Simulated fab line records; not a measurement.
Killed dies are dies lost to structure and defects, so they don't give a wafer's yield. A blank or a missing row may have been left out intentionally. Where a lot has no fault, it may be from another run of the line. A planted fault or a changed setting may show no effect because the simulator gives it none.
Matching of chambers	flow berkeley_cmos170	4 sister chambers for UCB170_V1_CMP_02 on cmp-01
The step polishes SiO2. 8 wafers are shown with their chamber, then 8 later ones without.

== WAFERS WITH THEIR CHAMBER ==
wafer	chamber	motor_current_A (A)
L710.1	0	16.4
L710.3	2	12.3
L709.1	0	16.6
L709.4	3	17.2
L708.1	2	12.8
L708.3	3	17.7
L708.5	1	11.8
L716.1	1	12.7

== WAFERS WHOSE CHAMBER IS MISSING ==
wafer	motor_current_A (A)
L716.4	13.0
L716.5	12.1
L721.2	12.6
L721.3	12.5
L721.4	17.3
L729.1	13.7
L729.2	16.4
L729.4	17.6

== CHAMBER TAKEN BY EACH ==
wafer	from the rows above	in truth
L716.4	can't be placed: 2 or 1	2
L716.5	can't be placed: 1 or 2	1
L721.2	can't be placed: 2 or 1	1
L721.3	can't be placed: 2 or 1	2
L721.4	can't be placed: 3 or 0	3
L729.1	can't be placed: 2 or 1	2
L729.2	0	0
L729.4	3	3
Correctly placed: 2 of 8. Can't be placed from these rows: 6 (the true chamber is among the candidates in 6). Wrongly placed: 0.
How it was worked out, from the rows above alone: a wafer's distance from a chamber is the root of the sum, over the readings, of the square of ((its reading less the chamber's mean) divided by the reading's scatter). If the next closest chamber is less than 2 further off than the closest, the wafer can't be placed; otherwise it belongs to the closest. For every chamber, the mean is computed from those of its wafers that are shown. How the scatter is found: for the shown wafers, subtract from each reading the mean of its chamber, square and add these, divide the total by (wafers less chambers), then take the root.
